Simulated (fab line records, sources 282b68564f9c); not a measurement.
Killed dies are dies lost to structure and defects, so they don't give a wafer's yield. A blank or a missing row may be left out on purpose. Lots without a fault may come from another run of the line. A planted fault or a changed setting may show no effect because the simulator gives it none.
Tool commonality check | flow rit_cmos | 15 lots, 54 wafers sampled

WHY IT WAS OPENED
At RIT_ACTIVE_CD_MEAS_11 the reading cd_nm is flagged on 3 of 15 lots. Wafers without a fault read 1399.6 nm, standard deviation 1.9.
Rule: a lot is flagged when every wafer of it that has a number lies more than 4 standard deviations from that mean, or none has a number. The other lots count as sound.

lot  | measured    | on        | cd_nm (nm), wafer by wafer                | flag
L726 | day 1 16:00 | cd_sem-02 | 1402.0 1403.2 1399.7                      |
L727 | day 2 00:16 | cd_sem-02 | 1395.2 1394.2 1394.3                      |
L728 | day 2 03:49 | cd_sem-01 | 1399.7 1399.5 1399.0                      |
L730 | day 2 18:48 | cd_sem-01 | 1397.6 1398.4 1399.3                      |
L732 | day 2 20:35 | cd_sem-02 | 1395.9 1399.0 1399.1                      |
L733 | day 3 01:46 | cd_sem-01 | 1400.5 1399.8 1398.7                      |
L734 | day 3 07:07 | cd_sem-02 | 1398.7 1399.2 1403.2                      |
L735 | day 3 11:38 | cd_sem-01 | 1398.2 1400.3 1400.7                      |
L736 | day 3 16:34 | cd_sem-01 | 1402.1 1401.8 1401.2                      |
L737 | day 3 21:37 | cd_sem-01 | 1444.9 1440.7 1444.5 1444.9 1440.8 1444.0 | FLAGGED
L738 | day 4 02:40 | cd_sem-02 | 1398.3 1397.1 1400.3                      |
L739 | day 4 09:13 | cd_sem-01 | 1401.0 1400.1 1399.8                      |
L740 | day 4 14:14 | cd_sem-01 | 1434.0 1432.9 1434.8 1434.4 1433.5 1434.7 | FLAGGED
L744 | day 5 08:59 | cd_sem-01 | 1425.8 1426.2 1424.8 1425.5 1425.7 1424.8 | FLAGGED
L748 | day 6 05:09 | cd_sem-02 | 1397.6 1397.6 1398.3                      |
The numbers of the flagged lots are 1434.3 nm on average: +34.7 nm against the usual, or +18 standard deviations.

WHICH TOOL RAN EACH LOT
The record holds 1 process step before the reading, out of a route of 202 steps. In each cell: the tool, then ch and the chambers that the sampled wafers went through, then the start.
lot  | flag    | RIT_ACTIVE_EXPOSE_08
L726 |         | iline_stepper-01 ch 0, day 1 15:36
L727 |         | iline_stepper-01 ch 0, day 1 23:51
L728 |         | iline_stepper-01 ch 0, day 2 03:25
L730 |         | iline_stepper-01 ch 0, day 2 18:23
L732 |         | iline_stepper-02 ch 0, day 2 20:11
L733 |         | iline_stepper-01 ch 0, day 3 01:22
L734 |         | iline_stepper-02 ch 0, day 3 06:43
L735 |         | iline_stepper-02 ch 0, day 3 11:14
L736 |         | iline_stepper-01 ch 0, day 3 16:10
L737 | FLAGGED | iline_stepper-02 ch 0, day 3 21:13
L738 |         | iline_stepper-01 ch 0, day 4 02:16
L739 |         | iline_stepper-01 ch 0, day 4 08:49
L740 | FLAGGED | iline_stepper-02 ch 0, day 4 13:50
L744 | FLAGGED | iline_stepper-02 ch 0, day 5 08:35
L748 |         | iline_stepper-01 ch 0, day 6 04:44
What these steps do:
- RIT_ACTIVE_EXPOSE_08: exposes mask M1, target cd 1400 nm.
- RIT_ACTIVE_CD_MEAS_11: target cd 1400 nm.

FLAGGED OVER TOTAL, TOOL BY TOOL (the gauges that took the reading come last)
step                  | tool             | lots run | flagged | share of the flagged lots | sound lots run after its first flagged lot
RIT_ACTIVE_EXPOSE_08  | iline_stepper-01 | 9        | 0       | none                      | -
RIT_ACTIVE_EXPOSE_08  | iline_stepper-02 | 6        | 3       | all                       | 0
RIT_ACTIVE_CD_MEAS_11 | cd_sem-01        | 9        | 3       | all                       | 1 (L739)
RIT_ACTIVE_CD_MEAS_11 | cd_sem-02        | 6        | 0       | none                      | -

WHAT THE TABLE ALLOWS
2 rows of the table ran every flagged lot: iline_stepper-02 at RIT_ACTIVE_EXPOSE_08, cd_sem-01 at RIT_ACTIVE_CD_MEAS_11.
- iline_stepper-02 at RIT_ACTIVE_EXPOSE_08: 3 of its 6 lots flagged. Its last sound lot is L735 (day 3 11:14), its first flagged lot L737 (day 3 21:13): a fault that began between those two fits. Its own readings lie more than 4 standard deviations out on every wafer of the flagged lots: exposure_dose_mJ_cm2.
- cd_sem-01 at RIT_ACTIVE_CD_MEAS_11: 3 of its 9 lots flagged. Sound lots ran on it after the first flagged one (L739), which a lasting fault on the whole tool wouldn't allow.
One tool is left: iline_stepper-02 at RIT_ACTIVE_EXPOSE_08.

WHAT THE SIMULATOR HAD PUT IN
Process parameter drift: iline_stepper-02, from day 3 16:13 on, at RIT_ACTIVE_EXPOSE_08. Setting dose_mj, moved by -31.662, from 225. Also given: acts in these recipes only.
Lots struck among those shown: L737, L740, L744. The rule above found the same.
